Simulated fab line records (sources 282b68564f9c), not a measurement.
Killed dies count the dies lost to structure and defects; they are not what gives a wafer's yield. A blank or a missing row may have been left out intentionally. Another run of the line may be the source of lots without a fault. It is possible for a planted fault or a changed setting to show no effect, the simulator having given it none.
Problem report in the 8D (eight disciplines) form, filled by code + flow rit_cmos + the parts of the form that need people (team, actions taken, sign-off) are left out

1. WHAT WENT WRONG
Mean PWELL_TW at RIT_PWELL_TW_MEAS_10: 1191 over 6 wafers in 2 lots; fault-free wafers: 958, standard deviation 8.8. That puts it +26 standard deviations away from the usual mean.
First seen on wafer L930.3, day 4 09:24, on film_metro-02. At this step, 42 wafers from 14 lots have a number in the record. Rule for "out" (also "out of limits"): further than 4 standard deviations from the usual mean. The other wafers with a number count as sound.

2. WHAT IT IS, WHAT IT ISN'T
| question                    | is                     | is not                                                                    |
|-----------------------------|------------------------|---------------------------------------------------------------------------|
| which readings at this step | PWELL_TW               | -                                                                         |
| which lots                  | L930, L932             | L920, L921, L922, L923, L924, L925, L926, L927, L928, L929, L940, L941    |
| which wafers of those lots  | all that have a number | -                                                                         |
| read on which gauges        | film_metro-02          | film_metro-01, film_metro-04                                              |
| when                        | from day 4 09:24       | up to then (30 sound wafers); but 6 sound wafers of L940, L941 came after |

3. SUSPECTS, AND WHAT RULES EACH OUT
Counting: a tool at any process step up to the reading remains a suspect when it ran all the lots that are out and ran no sound lot after the first of those.
- the gauge at RIT_PWELL_TW_MEAS_10: ruled out. All the wafers that are out were read on film_metro-02, but those of them that RIT_PWELL_IMPLANT_08 has rows for are out there too, on other tools.
- implanter-01 at RIT_PWELL_IMPLANT_08: kept. Every lot that is out went through it, starting with L930 (day 4 09:07), and after that it ran no sound lot; the last sound lot it ran before then is L929 (day 4 06:50). Out on those wafers are its own readings of dose_ions_cm2, faraday_current_uA.
Remaining after the count: implanter-01 at RIT_PWELL_IMPLANT_08.

4. THE CAUSE (what the simulator had put in)
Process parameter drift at RIT_PWELL_IMPLANT_08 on implanter-01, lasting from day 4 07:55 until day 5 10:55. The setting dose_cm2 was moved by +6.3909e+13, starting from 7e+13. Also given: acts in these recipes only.
The count eliminated every tool but this one.

5. THE EFFECT CHAIN, in route order
Rows list readings where the struck wafers' mean (over those with a number) sits beyond 3 standard deviations from the usual. Only readings for which the record gives a usual standard deviation are gone through. hours: the time from each lot's start at the first step in this table that gives one to its start at this step, as a median over the lots. sigmas: the change in usual standard deviations.
| hours | step                     | reading            | usual        | on struck wafers | change     | sigmas      |
|-------|--------------------------|--------------------|--------------|------------------|------------|-------------|
| 0     | RIT_PWELL_IMPLANT_08     | dose_ions_cm2      | 7.002e+13    | 1.339e+14        | +6.390e+13 | +99 or more |
| 0     | RIT_PWELL_IMPLANT_08     | faraday_current_uA | 223          | 431              | +208       | +43         |
| 0     | RIT_PWELL_TW_MEAS_10     | PWELL_TW           | 958          | 1191             | +233       | +26         |
| 6     | RIT_WELLDRIVE_RS_MEAS_02 | PWELL_RS           | 429.1 ohm/sq | 288.6            | -140.6     | -99 or more |
It contains these process steps:
- RIT_PWELL_IMPLANT_08
Later steps that measure or inspect, where all struck wafers having a row at the step show a number for every such reading and not one has moved that far: RIT_NLDD_OVL_MEAS_06.

6. WHAT WOULD HAVE CAUGHT IT SOONER
In this record the first reading out of limits at a measuring or inspecting step was taken at day 4 09:24, 1 hour after the fault began at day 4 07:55.
At RIT_PWELL_IMPLANT_08, the tool's own readings (dose_ions_cm2, faraday_current_uA) were out on each struck wafer the step has a row for, so an alarm limit on them would have fired on the first such wafer.
Among the 2 lots that are out, L932 began RIT_PWELL_IMPLANT_08 on implanter-01 after day 4 09:24. A tool hold placed at that time would have kept it from harm.
